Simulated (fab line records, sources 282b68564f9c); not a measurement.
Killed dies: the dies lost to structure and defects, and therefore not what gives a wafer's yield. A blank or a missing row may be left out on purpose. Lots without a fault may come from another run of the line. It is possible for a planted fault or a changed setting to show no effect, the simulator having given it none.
The same fault as seen by 2 desks | flow rit-cmos | each desk holds nothing but its own numbers, with what lay behind them at the end

== FROM THE METROLOGY DESK ==
What the gauges read, lot by lot, whatever tool the lot ran on: means of the sampled wafers that have a number. A lot is out of limits, marked OUT, if its mean lies more than 4 standard deviations from the usual mean; the brackets give that distance.
Columns: A = FIELD_OXIDE_LEFT_1_THK at RIT_FOX2_THK_MEAS_90, usual 322 nm; B = cd-nm at RIT_GATE_CD_MEAS_90, usual 150.0 nm; C = PLDD_RS at RIT_SDANNEAL_RS_MEAS_06, usual 178.4 ohm/sq; D = CONTACT_TEOS_THK at RIT_CONTACT_THK_MEAS_01, usual 400 nm
lot  | first seen here | A   | B     | C     | D
L216 | day 2 02:24     | 339 | 153.1 | 177.7 | 402
L217 | day 2 06:44     | 327 | 151.8 | 178.9 | 396
L219 | day 2 15:58     | 316 | 152.2 | 178.6 | 402
L220 | day 2 22:22     | 326 | 148.8 | 177.9 | 403
L221 | day 3 01:22     | 320 | 148.7 | 178.5 | 395
L222 | day 3 10:32     | 320 | 148.5 | 178.3 | 402
L223 | day 3 14:05     | 319 | 150.8 | 178.3 | 394
L225 | day 4 00:29     | 321 | 150.2 | 178.6 | 402
L226 | day 4 03:54     | 323 | 151.2 | 178.1 | 400
L227 | day 4 09:01     | 331 | 150.4 | 178.1 | 404
L229 | day 4 23:02     | 319 | 151.0 | 178.2 | 401
L230 | day 5 01:00     | 323 | 151.3 | 178.5 | 393
L235 | day 6 02:16     | 318 | 151.1 | 178.3 | 432 (+6.3) OUT
L238 | day 6 16:19     | 315 | 146.8 | 178.4 | 440 (+7.9) OUT
Finding of this desk: L235, L238 out of limits, first seen on L235 at day 7 10:37 (CONTACT_TEOS_THK at RIT_CONTACT_THK_MEAS_01). L216, L217, L219, L220, L221, L222, L223, L225, L226, L227, L229, L230: within limits.

== THE TOOL OWNER'S DESK: pecvd-04 ==
The tool's own readings at RIT_CONTACT_CVD_00 (deposits SiO2 from TEOS, target thk 400 nm, time 61 s): means of the sampled wafers that have a number, for each lot that ran on this tool. A lot is out of limits, marked OUT, if its mean lies more than 4 standard deviations from the usual mean; the brackets give that distance.
Columns: A = heater-power-w at RIT_CONTACT_CVD_00, usual 334 W
lot  | first seen here | A
L217 | day 3 13:52     | 370
L220 | day 4 08:04     | 310
L223 | day 4 23:17     | 305
L226 | day 5 14:24     | 279
L229 | day 6 06:46     | 295
L235 | day 7 10:34     | 317
L238 | day 8 02:11     | 319
This desk's verdict: no lot among the 7 shows anything out of limits.

== TAKEN TOGETHER ==
L235, L238 would have let the metrology desk raise an alarm at day 7 10:37.
The desk of the tool owner found nothing out of limits.
The tool owner's desk has L235, L238 on record, within its limits.
RIT_CONTACT_CVD_00 was run on pecvd-04 by each of the lots named.

== WHAT THE SIMULATOR HAD PUT IN ==
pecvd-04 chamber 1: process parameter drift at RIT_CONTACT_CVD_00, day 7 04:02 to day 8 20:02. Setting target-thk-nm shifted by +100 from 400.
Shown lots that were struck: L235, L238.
Delay in hours, fault start to first out-of-limits reading, per desk: metrology desk 7.
